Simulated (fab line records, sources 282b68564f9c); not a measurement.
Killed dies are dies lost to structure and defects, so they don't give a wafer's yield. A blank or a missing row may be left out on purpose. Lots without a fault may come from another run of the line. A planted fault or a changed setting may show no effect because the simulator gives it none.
Which tool did it? | flow rit_cmos | 7 lots, 21 wafers sampled, at 2 steps of a route of 202

WHAT THE GAUGES READ, wafer by wafer
RIT_PLDD_TW_MEAS_10.
lot  | measured    | on            | PLDD_TW
L158 | day 2 23:56 | film_metro-01 | 2337 2323 2333
L160 | day 3 11:40 | film_metro-02 | 2357 2371 2355
L162 | day 3 21:16 | film_metro-01 | 2337 2335 2335
L164 | day 4 07:34 | film_metro-02 | 2363 2354 2354
L167 | day 4 20:58 | film_metro-01 | 2346 2352 2340
L169 | day 5 09:17 | film_metro-01 | 2351 2336 2348
L171 | day 5 17:38 | film_metro-01 | 2739 2743 2742

WHICH TOOL RAN EACH LOT (tool, then ch and the chambers of the sampled wafers, then the start)
lot  | RIT_PLDD_IMPLANT_08
L158 | implanter-02 ch 0, day 2 23:37
L160 | implanter-03 ch 0, day 3 11:22
L162 | implanter-04 ch 0, day 3 20:58
L164 | implanter-03 ch 0, day 4 07:14
L167 | implanter-04 ch 0, day 4 20:40
L169 | implanter-03 ch 0, day 5 08:59
L171 | implanter-03 ch 0, day 5 16:55
- RIT_PLDD_IMPLANT_08

THE ANSWER, worked out from the rows above alone
Rule: what is usual is taken from the lots themselves. Put in order of their means at a reading, lots are off if they are a third of the lots or fewer, leave a main group of 4 or more, and stand apart from it by a gap of 3 or more times the standard deviation of the main group's means; of several such gaps the widest counts. A main group whose means are all the same, to the digits that the tables above print for the reading, isn't used. A lot without any number at a reading at which 4 lots or more have one is off too. The other lots that the step has rows for count as sound.
Off: L171, at RIT_PLDD_TW_MEAS_10 (PLDD_TW). The main group: mean 2346, standard deviation 11.
A tool fits if, at a process step before that reading, it ran every lot that is off, and no sound lot after the first of them. The gauges at RIT_PLDD_TW_MEAS_10 are tried like those tools. Can't be told from this: 2 tools fit, implanter-03 at RIT_PLDD_IMPLANT_08, film_metro-01 at RIT_PLDD_TW_MEAS_10.

WHAT THE SIMULATOR HAD PUT IN
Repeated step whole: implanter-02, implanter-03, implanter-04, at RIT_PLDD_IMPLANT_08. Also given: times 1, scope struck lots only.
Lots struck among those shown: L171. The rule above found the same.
